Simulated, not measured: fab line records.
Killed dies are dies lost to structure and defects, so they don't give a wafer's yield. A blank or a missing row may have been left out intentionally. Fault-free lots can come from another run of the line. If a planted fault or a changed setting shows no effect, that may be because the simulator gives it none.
Comparing a struck lot with a sound one | flow berkeley_cmos170 | 19 steps out of a route of 331
Sound: these wafers, L418.1, L418.3, L418.4. Wafers struck: L427.2, L427.4, L427.5. The cause is given at the end.
Order at every step that has rows: each side's tool, ch and its chambers, its first start. Under that, the readings that differ: sound wafers | struck wafers | difference of the means | sigmas: that difference in standard deviations of wafers without a fault.
alike: words and numbers the same on both sides, and readings whose means are apart by under 2 such deviations; not compared: readings that were withheld, readings missing a value for some wafer, numbers with overlapping values and no deviation given by the record, and bounds like >300 which may hide the same value.
A row with sigmas, a row that says differs or no value, or rows on one side alone: a step with any of these is where the two part. When numbers do not overlap yet have no deviation, they are printed without sigmas and do not part them. A reading missing from all wafers of one side parts the sides only when that side holds two or more wafers.

UCB170_M2_SPUTTER_01: material Al, target thk 900 nm, time 120 s.
  struck on pvd_sputter-03, day 9 21:50; sound on pvd_sputter-02, day 7 23:04
  alike: throttle_valve_pct
UCB170_M2_RS_MEAS_02: a four-point-probe measurement.
  struck on film_metro-03, day 9 21:56; sound on film_metro-01, day 7 23:09
  alike: M2_AL_RS
UCB170_M2_THK_MEAS_03: measures by xrf.
  struck on film_metro-03, day 9 22:02; sound on film_metro-01, day 7 23:16
  alike: M2_AL_THK
then, 3 steps without rows for these wafers: UCB170_M2_HMDS_04 (prime time 60 s); UCB170_M2_COAT_05 (resist thk 900 nm); UCB170_M2_SOFTBAKE_06 (time 60 s).
UCB170_M2_STRIP_07: strips in O2.
  sound on plasma_asher-04 ch 0,1, day 8 00:02; struck on plasma_asher-01 ch 0,1, day 9 22:46
  reading                     | sound       | struck      | difference | sigmas
  drypump_motor_current_A (A) | 6.1 6.4 6.1 | 5.1 5.1 5.5 | -1.0       | -2
  alike: oes_product_au, strip_time_to_endpoint_s
  not compared: rf_hours_counter_h
then, 5 steps without rows for these wafers: UCB170_M2_STRIP_08 (strips KrF in DMSO, time 600 s); UCB170_M2_COAT_09; UCB170_M2_COAT_10 (resist thk 900 nm); UCB170_M2_SOFTBAKE_11 (time 58.46 s); UCB170_M2_EXPOSE_12 (exposes mask METAL2, target cd 700 nm).
UCB170_M2_PEB_13:
  sound on litho_track-04 ch 0, day 8 01:40; struck on litho_track-02 ch 0, day 10 02:53
  reading                  | sound                | struck               | difference | sigmas
  heater_power_total_W (W) | 56.80 56.85 56.87    | 50.60 50.71 50.63    | -6.19      | -99 or more
  plate_temp_C (C)         | 129.82 129.91 129.94 | 119.14 119.26 119.32 | -10.65     | -82
UCB170_M2_DEVELOP_14: develop time 44.01 s.
  sound on litho_track-04 ch 0; struck on litho_track-02 ch 0
  reading             | sound             | struck          | difference | sigmas
  model.M2.cd_nm (nm) | 700.1 700.6 699.8 | 790.7 792.1 792 | +91.4      |
UCB170_M2_CD_MEAS_15: target cd 700 nm.
  struck on cd_sem-02, day 10 03:09; sound on cd_sem-02, day 8 01:56
  reading    | sound             | struck            | difference | sigmas
  cd_nm (nm) | 699.9 700.4 699.7 | 790.3 792.2 792.2 | +91.6      | +70
UCB170_M2_OVL_MEAS_16:
  struck on overlay-02, day 10 03:16; sound on overlay-01, day 8 02:04
  alike: M2_OVL
UCB170_M2_ETCH_17: etches BARC in N2/H2.
  sound on rie_diel-01 ch 0,3, day 8 02:05; struck on rie_diel-04 ch 0,3, day 10 03:20
  alike: drypump_motor_current_A, oes_product_au, throttle_valve_pct
UCB170_M2_METAL_ETCH_18: etches Al in Cl2/BCl3, stops on SiO2, target depth 1170 nm, time 195 s.
  sound on rie_metal-01 ch 0,1, day 8 02:09; struck on rie_metal-01 ch 0,1, day 10 03:22
  reading             | sound             | struck            | difference | sigmas
  model.M2.cd_nm (nm) | 700.6 699.8 701.2 | 790.9 788.5 790.9 | +89.6      |
  alike: drypump_motor_current_A, mfc_cl2_sccm, oes_product_au, throttle_valve_pct
  not compared: rf_hours_counter_h
UCB170_M2_STRIP_19: strips in O2.
  sound on plasma_asher-04 ch 0,1, day 8 02:20; struck on plasma_asher-01 ch 0,1, day 10 03:34
  alike: drypump_motor_current_A, oes_product_au
  not compared: rf_hours_counter_h

== WHERE THEY PART ==
At UCB170_M2_STRIP_07 first; at UCB170_M2_CD_MEAS_15 last (within this record only). Later steps at which nothing parts them and some readings are alike: UCB170_M2_OVL_MEAS_16, UCB170_M2_ETCH_17, UCB170_M2_METAL_ETCH_18, UCB170_M2_STRIP_19.

WHY: what had been put in by the simulator
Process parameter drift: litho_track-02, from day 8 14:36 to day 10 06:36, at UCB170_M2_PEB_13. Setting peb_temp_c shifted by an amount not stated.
